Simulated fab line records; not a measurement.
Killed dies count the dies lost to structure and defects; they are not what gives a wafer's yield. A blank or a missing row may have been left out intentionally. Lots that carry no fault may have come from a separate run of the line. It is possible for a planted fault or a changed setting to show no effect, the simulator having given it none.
8D (eight disciplines) problem report, filled in by code    flow berkeleyCmos170    the parts of the form that need people (team, actions taken, sign-off) are left out

## 1. THE PROBLEM
A mean of 0.822 a.u. is read at UCB170_V2_ETCH_14 for oesProductAu, taken on 1 wafer of 1 lot, against 0.877 a.u. (standard deviation 0.01) on wafers free of any fault. That is -5.5 standard deviations from the usual mean.
The step: etches SiO2 in CHF3/CF4/Ar, stops on Al, target depth 1250 nm, time 291 s.
First observed at day 12 01:23: wafer L574.1, on rieDiel-03. The record holds 39 wafers of 13 lots with a number at this step. The rule behind "out" and "out of limits": a value lying over 4 standard deviations away from the usual mean. Any other wafer with a number is counted as sound.

## 2. WHAT THIS IS AND IS NOT
question                     is                 is not
which readings at this step  oesProductAu       cf4FlowSccm, drypumpMotorCurrentA, throttleValvePct
which lots                   L574               L553, L554, L556, L557, L558, L559, L561, L565, L566, L568, L572, L575
which wafers of those lots   L574.1             L574.4, L574.6
read on which tools          rieDiel-03         rieDiel-02, rieDiel-04
when                         from day 12 01:23  up to then (38 sound wafers)

## 3. SUSPECTS, AND WHAT RULES EACH OUT
Counting: a tool at a process step up to the reading stays a suspect if it ran every lot that is out. Sound lots after the first of them don't rule it out here, since some wafers of a struck lot are sound.
- rieDiel-03 at UCB170_V2_ETCH_14 (etches SiO2 in CHF3/CF4/Ar, stops on Al, target depth 1250 nm, time 291 s): kept. It ran the lot that is out, L574 (day 12 01:23); its last sound lot up to then is L566 (day 10 10:25). Out on those wafers are its own readings of oesProductAu.
- Within rieDiel-03 at UCB170_V2_ETCH_14: the wafers that are out ran in chamber 1; their sound lot-mates ran in chamber 2.
After counting, what remains is rieDiel-03 at UCB170_V2_ETCH_14.

## 4. THE CAUSE (what the simulator had put in)
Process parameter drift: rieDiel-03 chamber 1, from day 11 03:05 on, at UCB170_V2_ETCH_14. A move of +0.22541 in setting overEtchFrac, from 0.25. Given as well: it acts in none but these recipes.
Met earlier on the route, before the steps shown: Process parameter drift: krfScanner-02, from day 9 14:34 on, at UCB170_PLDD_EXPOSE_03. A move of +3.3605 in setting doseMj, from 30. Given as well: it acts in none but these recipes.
After counting, this tool was the only one left.

## 5. THE CHAIN OF EFFECTS, in route order
Each row: a reading where the mean over the struck wafers with a number is more than 3 standard deviations away from the usual. Only readings for which the record gives a usual standard deviation are gone through. hours: the time from each lot's start at the first step in this table that gives one to its start at this step, as a median over the lots. sigmas: the change in usual standard deviations.
hours  step                reading               usual       on struck wafers  change  sigmas
0      UCB170_V2_ETCH_14   oesProductAu          0.877 a.u.  0.822             -0.055  -5.5
0      UCB170_V2_STRIP_15  stripTimeToEndpointS  15.33 s     14.28             -1.05   -8.8
Process steps it contains:
- UCB170_V2_ETCH_14: etches SiO2 in CHF3/CF4/Ar, stops on Al, target depth 1250 nm, time 291 s.
- UCB170_V2_STRIP_15: strips in O2.
Later measuring or inspecting steps at which every struck wafer that the step has a row for has a number for every such reading, and none has moved that far: UCB170_M3_OVL_MEAS_16.

## 6. WHAT WOULD HAVE CAUGHT IT SOONER
22 hours passed between the start of the fault at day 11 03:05 and the first reading out of limits in this record, taken at day 12 01:23.
